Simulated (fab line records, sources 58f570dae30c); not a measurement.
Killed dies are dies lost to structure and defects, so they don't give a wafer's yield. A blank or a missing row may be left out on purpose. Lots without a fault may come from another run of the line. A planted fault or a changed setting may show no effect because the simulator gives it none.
fab line records | flow berkeley_cmos170
record lots=14 wafers=42 last_day=13
route steps=331 shown SACOX@99 NSD@195 CONTACT@235 V1@256
lots that met no fault: from a run of the same line without faults
start_h: hours from the record's first day to the start of the lot's first wafer shown | wait_h: hours since the lot's step before | " the same as in the row above | L1.1+2: a row that stands for several wafers | - no value, or no start given | * or withheld: withheld | < > ~ a bound
route shown NAME@n: a module of which the file shows steps, and the number in the route of the first | usual: mean/standard deviation of fault-free wafers | same: alike in all rows | chamber/n: place in a boat | sites: the reading at each site | _std_site: their standard deviation | _edge_site: outer sites' mean less inner sites' | radius_mm: how far each site lies from the wafer's centre | mask NAME#n: copy n | behind: the tool/chamber that last shaped the wafer | hold: why the lot was held/for how many hours/how that ended | device: the transistor (n, p or np) that didn't switch | end of line: the same wafers' tests at the end of the route | a step without rows: its recipe alone | killed: dies lost to structure and defects at the first sort, not the wafer's yield | map: a wafer's dies, x killed, . not, _ none there
set.NAME: the setting as run; set.NAME@STEP: as run at that earlier step | model.NAME: the simulator's own value behind a step, which no gauge read
steps of the route over a sample of lots; a table a step, a row a wafer
services: from which hour (start_h, from the record's first day; less than 0 if before it) a tool's chamber was out of use, for how many hours, and why
## steps
# step UCB170_SACOX_THK_MEAS_02
# recipe reads=SiO2_of_SACOX_OXIDATION_01
# usual SACOX_OXIDE_THK=14.34/0.29
# columns lot.wafer tool chamber start_h wait_h SACOX_OXIDE_THK[nm]
L194.1 film_metro-01 - 113.37 0.0 14.23
L194.5 " - " " 14.50
L194.6 " - " " 14.25
L195.1 film_metro-04 - 126.33 0.0 14.58
L195.3 " - " " 14.63
L195.6 " - " " 14.76
L196.2 film_metro-02 - 126.34 0.0 14.24
L196.5 " - " " 14.37
L196.6 " - " " 14.27
L199.1 film_metro-02 - 143.08 0.0 14.35
L199.2 " - " " 14.42
L199.6 " - " " 14.24
L198.3 film_metro-04 - 143.10 0.0 14.35
L198.4 " - " " 14.03
L198.5 " - " " 14.17
L200.3 film_metro-01 - 143.10 0.0 14.71
L200.4 " - " " 14.78
L200.6 " - " " 14.61
L202.2 film_metro-01 - 151.89 0.0 14.27
L202.4 " - " " 14.07
L202.6 " - " " 14.04
L204.2 film_metro-01 - 173.95 0.1 14.39
L204.3 " - " " 14.36
L204.4 " - " " 14.41
L207.3 film_metro-01 - 185.67 0.1 14.18
L207.5 " - " " 14.22
L207.6 " - " " 14.18
L210.1 film_metro-01 - 218.95 0.0 15.17
L210.4 " - " " 15.06
L210.5 " - " " 14.99
L211.1 film_metro-02 - 218.95 0.0 14.40
L211.2 " - " " 14.41
L211.3 " - " " 14.47
L213.1 film_metro-04 - 218.95 0.0 14.15
L213.3 " - " " 14.01
L213.6 " - " " 14.00
L214.3 film_metro-01 - 219.03 0.1 14.45
L214.4 " - " " 14.35
L214.6 " - " " 14.32
L215.1 film_metro-02 - 237.57 0.0 14.13
L215.3 " - " " 13.93
L215.4 " - " " 14.13
# step UCB170_NSD_IMPLANT_08
# recipe species=P dose_cm2=3e+15 energy_kev=40 tilt_deg=7
# usual dose_ions_cm2=2.9999e+15/2.9e+12 faraday_current_uA=9242/170
# columns lot.wafer tool chamber start_h wait_h dose_ions_cm2 faraday_current_uA
L194.1 implanter-02 0 160.02 0.1 3.0009e+15 9395
L194.5 " 0 " " 3.0012e+15 9594
L194.6 " 0 " " 3.0023e+15 9412
L196.2 implanter-02 0 168.04 0.0 2.9999e+15 9488
L196.5 " 0 " " 2.9989e+15 9257
L196.6 " 0 " " 3.0005e+15 9448
L195.1 implanter-01 0 168.14 0.0 3.0002e+15 9309
L195.3 " 0 " " 3.0023e+15 9220
L195.6 " 0 " " 3.0006e+15 9378
L200.3 implanter-01 0 192.58 0.1 3.0059e+15 9170
L200.4 " 0 " " 3.0046e+15 9211
L200.6 " 0 " " 3.0051e+15 9163
L198.3 implanter-02 0 192.82 0.1 2.9995e+15 9037
L198.4 " 0 " " 3.0012e+15 9343
L198.5 " 0 " " 3.0021e+15 9307
L199.1 implanter-01 0 193.09 0.0 2.9995e+15 9158
L199.2 " 0 " " 2.9973e+15 9169
L199.6 " 0 " " 2.9937e+15 9425
L202.2 implanter-01 0 202.10 0.0 2.9953e+15 9323
L202.4 " 0 " " 3.0004e+15 8969
L202.6 " 0 " " 2.998e+15 9153
L204.2 implanter-02 0 225.60 0.0 2.9976e+15 9427
L204.3 " 0 " " 3.0009e+15 9432
L204.4 " 0 " " 2.994e+15 9234
L207.3 implanter-02 0 233.65 0.1 2.8649e+15 8856
L207.5 " 0 " " 2.8623e+15 9040
L207.6 " 0 " " 2.861e+15 8914
L213.1 implanter-01 0 262.54 0.0 2.9983e+15 9390
L213.3 " 0 " " 2.9993e+15 9274
L213.6 " 0 " " 3.0011e+15 9628
L214.3 implanter-01 0 262.86 0.1 2.9987e+15 9359
L214.4 " 0 " " 3.0012e+15 9242
L214.6 " 0 " " 3.0002e+15 9417
L211.1 implanter-02 0 262.93 0.0 2.8662e+15 8578
L211.2 " 0 " " 2.8652e+15 8854
L211.3 " 0 " " 2.8605e+15 8673
L210.1 implanter-01 0 263.09 0.0 2.9974e+15 9458
L210.4 " 0 " " 3.0025e+15 9358
L210.5 " 0 " " 3.0006e+15 9210
L215.1 implanter-03 0 292.88 0.0 3.0015e+15 9085
L215.3 " 0 " " 3.0027e+15 9088
L215.4 " 0 " " 2.9984e+15 9496
# step UCB170_NSD_STRIP_09
# recipe chemistry=O2 power_w=400 pressure_mtorr=3500 platen_temp_c=withheld o2_flow_sccm=400 overash_fraction=0.5
# usual drypump_motor_current_A=5.7/0.42 o2_flow_sccm=400.2/1.2 oes_product_au=0.534/0.0049 strip_time_to_endpoint_s=35.81/0.078
# columns lot.wafer tool chamber start_h wait_h drypump_motor_current_A o2_flow_sccm oes_product_au rf_hours_counter_h strip_time_to_endpoint_s
L194.1 plasma_asher-03 1 160.17 0.1 6.4 399.6 0.533 37 35.95
L194.5 " 1 " " 6.4 397.7 0.523 - 35.89
L194.6 " 0 " " 5.3 398.0 0.532 - 35.91
L196.2 plasma_asher-03 0 168.17 0.1 5.3 400.1 0.537 37 35.76
L196.5 " 1 " " 6.4 398.7 0.532 - 35.64
L196.6 " 0 " " 5.3 400.2 0.540 - 35.70
L195.1 plasma_asher-04 0 168.29 0.1 5.4 401.7 0.535 6 35.79
L195.3 " 1 " " 5.6 398.4 0.538 - 35.89
L195.6 " 0 " " 5.4 400.0 0.534 - 35.97
L200.3 plasma_asher-01 0 192.71 0.1 5.5 399.5 0.526 - 35.79
L200.4 " 1 " " 5.7 400.0 0.542 - 35.73
L200.6 " 1 " " 5.7 400.8 0.532 - 35.80
L198.3 plasma_asher-03 0 192.95 0.1 5.2 399.8 0.536 - 35.90
L198.4 " 1 " " 6.4 401.3 0.539 - 35.78
L198.5 " 1 " " 6.4 400.0 0.542 - 35.85
L199.1 plasma_asher-04 1 193.24 0.1 5.6 399.5 0.529 9 35.82
L199.2 " 0 " " 5.4 399.3 0.536 9 35.81
L199.6 " 1 " " 5.6 400.8 0.534 - 35.84
L202.2 plasma_asher-03 0 202.23 0.1 5.3 401.0 0.532 41 35.87
L202.4 " 1 " " 6.4 401.7 0.530 - 35.79
L202.6 " 0 " " 5.3 400.3 0.534 - 35.80
L204.2 plasma_asher-04 1 225.72 0.1 5.6 400.2 0.532 12 35.89
L204.3 " 1 " " 5.6 402.0 0.542 - 35.85
L204.4 " 0 " " 5.4 400.2 0.548 - 35.82
L207.3 plasma_asher-04 0 233.78 0.1 5.4 400.3 0.537 - 35.37
L207.5 " 1 " " 5.5 398.0 0.531 - 35.35
L207.6 " 0 " " 5.4 398.7 0.540 - 35.38
L213.1 plasma_asher-04 1 262.69 0.1 5.6 398.6 0.536 16 35.89
L213.3 " 1 " " 5.6 400.4 0.534 - 35.94
L213.6 " 1 " " 5.5 399.6 0.532 - 35.88
L214.3 plasma_asher-03 0 263.00 0.1 5.3 400.3 0.534 - 35.81
L214.4 " 1 " " 6.4 401.2 0.533 - 35.85
L214.6 " 0 " " 5.3 400.1 0.531 - 35.85
L211.1 plasma_asher-01 1 263.08 0.1 5.7 399.7 0.547 54 35.47
L211.2 " 0 " " 5.5 400.0 0.540 54 35.49
L211.3 " 0 " " 5.5 402.7 0.546 - 35.49
L210.1 plasma_asher-03 0 263.24 0.1 5.3 399.9 0.537 47 35.63
L210.4 " 0 " " 5.2 401.5 0.536 - 35.69
L210.5 " 0 " " 5.2 402.4 0.526 - 35.61
L215.1 plasma_asher-01 0 293.03 0.1 5.5 400.6 0.533 57 35.85
L215.3 " 0 " " 5.5 401.3 0.530 - 35.83
L215.4 " 1 " " 5.7 399.6 0.544 - 35.79
# step UCB170_SDANNEAL_RS_MEAS_03
# recipe thk_meas_gauge=four-point-probe
# usual NSD_RS=37.27/0.083
# columns lot.wafer tool chamber start_h wait_h NSD_RS[ohm/sq]
L194.1 film_metro-01 - 162.02 0.1 37.19
L194.5 " - " " 37.19
L194.6 " - " " 37.23
L196.2 film_metro-02 - 169.74 0.1 37.42
L196.5 " - " " 37.29
L196.6 " - " " 37.44
L195.1 film_metro-01 - 169.95 0.1 37.22
L195.3 " - " " 37.21
L195.6 " - " " 37.28
L200.3 film_metro-02 - 194.04 0.1 37.31
L200.4 " - " " 37.30
L200.6 " - " " 37.31
L198.3 film_metro-03 - 194.28 0.1 37.28
L198.4 " - " " 37.34
L198.5 " - " " 37.27
L199.1 film_metro-01 - 194.56 0.1 37.26
L199.2 " - " " 37.16
L199.6 " - " " 37.11
L202.2 film_metro-02 - 203.55 0.1 37.29
L202.4 " - " " 37.34
L202.6 " - " " 37.34
L204.2 film_metro-01 - 227.05 0.1 37.22
L204.3 " - " " 37.25
L204.4 " - " " 37.21
L207.3 film_metro-02 - 235.36 0.1 38.05
L207.5 " - " " 38.11
L207.6 " - " " 38.07
L213.1 film_metro-03 - 264.05 0.1 37.28
L213.3 " - " " 37.28
L213.6 " - " " 37.26
L214.3 film_metro-02 - 264.45 0.1 37.11
L214.4 " - " " 37.19
L214.6 " - " " 37.06
L211.1 film_metro-03 - 264.86 0.1 38.00
L211.2 " - " " 38.06
L211.3 " - " " 38.08
L210.1 film_metro-02 - 265.05 0.1 37.39
L210.4 " - " " 37.43
L210.5 " - " " 37.40
L215.1 film_metro-02 - 294.45 0.1 37.23
L215.3 " - " " 37.33
L215.4 " - " " 37.36
# step UCB170_CONTACT_STRIP_19
# recipe chemistry=O2 power_w=400 pressure_mtorr=3500 platen_temp_c=withheld o2_flow_sccm=400 overash_fraction=0.5
# usual drypump_motor_current_A=5.63/0.25 o2_flow_sccm=399.7/1.2 oes_product_au=0.725/0.0049
# columns lot.wafer tool chamber start_h wait_h drypump_motor_current_A o2_flow_sccm oes_product_au rf_hours_counter_h
L194.1 plasma_asher-01 1 168.12 - 5.67 398.8 0.722 44
L194.5 " 0 " " 5.53 399.3 0.737 -
L194.6 " 1 " " 5.65 398.6 0.725 -
L196.2 plasma_asher-04 1 174.99 - 5.58 401.4 0.731 7
L196.5 " 1 " " 5.61 400.0 0.725 -
L196.6 " 0 " " 5.36 402.5 0.723 -
L195.1 plasma_asher-04 0 176.85 - 5.36 400.7 0.734 7
L195.3 " 0 " " 5.37 400.0 0.731 -
L195.6 " 1 " " 5.58 400.3 0.729 -
L200.3 plasma_asher-01 0 198.95 - 5.54 400.1 0.729 -
L200.4 " 1 " " 5.66 400.9 0.724 -
L200.6 " 0 " " 5.54 400.0 0.726 -
L198.3 plasma_asher-01 1 199.98 - 5.66 399.1 0.728 -
L198.4 " 0 " " 5.52 400.3 0.718 -
L198.5 " 1 " " 5.63 400.2 0.726 -
L199.1 plasma_asher-01 0 200.37 - 5.51 400.8 0.724 48
L199.2 " 1 " " 5.70 400.9 0.719 48
L199.6 " 0 " " 5.53 400.0 0.727 -
L202.2 plasma_asher-02 0 209.05 - 6.16 399.1 0.727 52
L202.4 " 1 " " 5.47 398.5 0.720 -
L202.6 " 1 " " 5.46 399.0 0.720 -
L204.2 plasma_asher-01 1 234.86 - 5.67 399.6 0.726 51
L204.3 " 1 " " 5.66 399.6 0.723 -
L204.4 " 0 " " 5.55 401.0 0.718 -
L207.3 plasma_asher-01 0 241.89 - 5.52 401.1 0.722 -
L207.5 " 1 " " 5.64 400.5 0.718 -
L207.6 " 0 " " 5.53 399.1 0.731 -
L213.1 plasma_asher-02 1 270.23 - 5.46 400.0 0.735 58
L213.3 " 1 " " 5.46 400.7 0.718 -
L213.6 " 1 " " 5.43 398.2 0.718 -
L214.3 plasma_asher-02 1 272.85 - 5.43 398.5 0.734 -
L214.4 " 0 " " 6.18 402.0 0.731 -
L214.6 " 1 " " 5.46 399.0 0.729 -
L211.1 plasma_asher-02 0 273.18 - 6.17 397.2 0.720 59
L211.2 " 1 " " 5.46 399.2 0.728 59
L211.3 " 1 " " 5.45 399.7 0.724 -
L210.1 plasma_asher-04 1 273.44 - 5.55 400.5 0.727 17
L210.4 " 0 " " 5.37 399.6 0.728 -
L210.5 " 1 " " 5.56 399.0 0.727 -
L215.1 plasma_asher-01 0 300.03 - 5.51 399.3 0.733 58
L215.3 " 0 " " 5.52 398.1 0.715 -
L215.4 " 1 " " 5.67 398.3 0.726 -
# step UCB170_V1_CMP_02
# recipe material=SiO2 down_force_psi=6 platen_rpm=60 pad_velocity_m_s=0.75398
# usual motor_current_A=15.2/1.1 slurry_flow_ml_min=150.0/0.52
# columns lot.wafer tool chamber start_h wait_h motor_current_A slurry_flow_ml_min
L194.1 cmp-02 3 173.02 0.1 15.7 150.4
L194.5 " 3 " " 15.5 149.3
L194.6 " 0 " " 14.5 150.4
L196.2 cmp-02 3 179.64 0.2 15.4 150.0
L196.6 " 0 " " 14.1 150.7
L196.5 " 1 " " 15.2 150.7
L195.1 cmp-02 0 181.01 0.1 14.4 149.8
L195.3 " 2 " " 16.1 150.5
L195.6 " 1 " " 15.6 149.8
L200.4 cmp-01 0 202.81 0.1 13.2 150.0
L200.3 " 1 " " 14.2 149.1
L200.6 " 3 " " 15.6 149.2
L198.3 cmp-02 3 204.07 0.1 15.4 150.6
L198.4 " 0 " " 14.7 150.4
L198.5 " 3 " " 15.7 150.4
L199.1 cmp-01 1 204.20 0.1 13.9 149.9
L199.2 " 2 " " 17.0 150.2
L199.6 " 3 " " 16.0 150.1
L202.4 cmp-01 0 214.30 0.1 13.8 149.4
L202.2 " 1 " " 13.9 149.4
L202.6 " 2 " " 16.9 151.3
L204.3 cmp-02 1 240.45 0.0 14.7 151.0
L204.2 " 3 " " 15.9 150.1
L204.4 " 0 " " 14.9 149.8
L207.3 cmp-02 1 247.57 0.3 16.1 149.8
L207.6 " 0 " " 13.9 150.2
L207.5 " 1 " " 15.1 150.2
L213.1 cmp-01 1 274.39 0.1 14.4 149.9
L213.3 " 3 " " 15.8 149.5
L213.6 " 1 " " 15.0 149.9
L214.3 cmp-02 3 276.92 0.1 15.1 149.3
L214.4 " 1 " " 16.3 150.8
L214.6 " 2 " " 15.5 150.6
L211.2 cmp-01 0 278.25 0.1 13.4 149.3
L211.1 " 1 " " 14.3 150.6
L211.3 " 2 " " 16.6 149.9
L210.1 cmp-02 0 278.30 0.1 13.9 150.5
L210.4 " 1 " " 16.7 150.4
L210.5 " 3 " " 15.8 150.0
L215.1 cmp-02 3 305.66 0.1 16.6 149.6
L215.4 " 0 " " 13.7 150.0
L215.3 " 2 " " 15.0 150.2
## services
# columns tool chamber start_h hours kind
plasma_asher-01 - 136.60 0.7 repair
implanter-01 - 156.22 7.1 repair
implanter-03 - 156.39 106.7 pm
cmp-01 - 181.78 3.3 repair
cmp-01 - 182.22 1.8 repair
cmp-02 - 228.10 2.5 repair
cmp-02 - 232.00 4.0 pm
cmp-01 - 236.00 17.6 pm
cmp-02 - 236.00 - consumable_replace:conditioner
cmp-02 - 236.00 - consumable_replace:pad
cmp-02 - 267.90 7.4 pm
implanter-03 - 273.01 1.8 repair
cmp-01 - 285.05 0.7 repair
cmp-02 - 289.93 3.6 repair
cmp-01 - 289.94 0.7 repair
implanter-03 - 295.39 3.4 repair
implanter-03 - 298.79 7.3 repair
## key
first_sign step=UCB170_NSD_IMPLANT_08 reading=dose_ions_cm2 direction=down sigmas=47 usual=2.9999e+15 struck=2.8634e+15
effect step=UCB170_NSD_IMPLANT_08 reading=faraday_current_uA direction=down sigmas=2.5 usual=9242 struck=8819
effect step=UCB170_NSD_STRIP_09 reading=strip_time_to_endpoint_s direction=down sigmas=4.9 usual=* struck=*
effect step=UCB170_SDANNEAL_RS_MEAS_03 reading=NSD_RS direction=up sigmas=9.6 usual=37.27 struck=38.06
met_at UCB170_NSD_IMPLANT_08
struck_lots L207,L211
tester_left_out L207,L211
not_acting_at UCB170_SACOX_THK_MEAS_02,UCB170_CONTACT_STRIP_19,UCB170_V1_CMP_02
onset_between 225.60 233.65
fault kind=process_parameter_drift tool=implanter-02 chamber=- onset_h=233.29 steps=UCB170_NSD_IMPLANT_08 channel=dose_cm2 offset=-1.3524e+14 shape=step end_h=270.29 acts_in=these_recipes_only stated=3e+15
# tester_left_out: of these lots the tester's yield and bins aren't shown, on N5 and GAA mostly nor the transistor test; their killed dies are dies lost to structure and defects alone, not to doping, threshold or leakage, so they don't give the yield
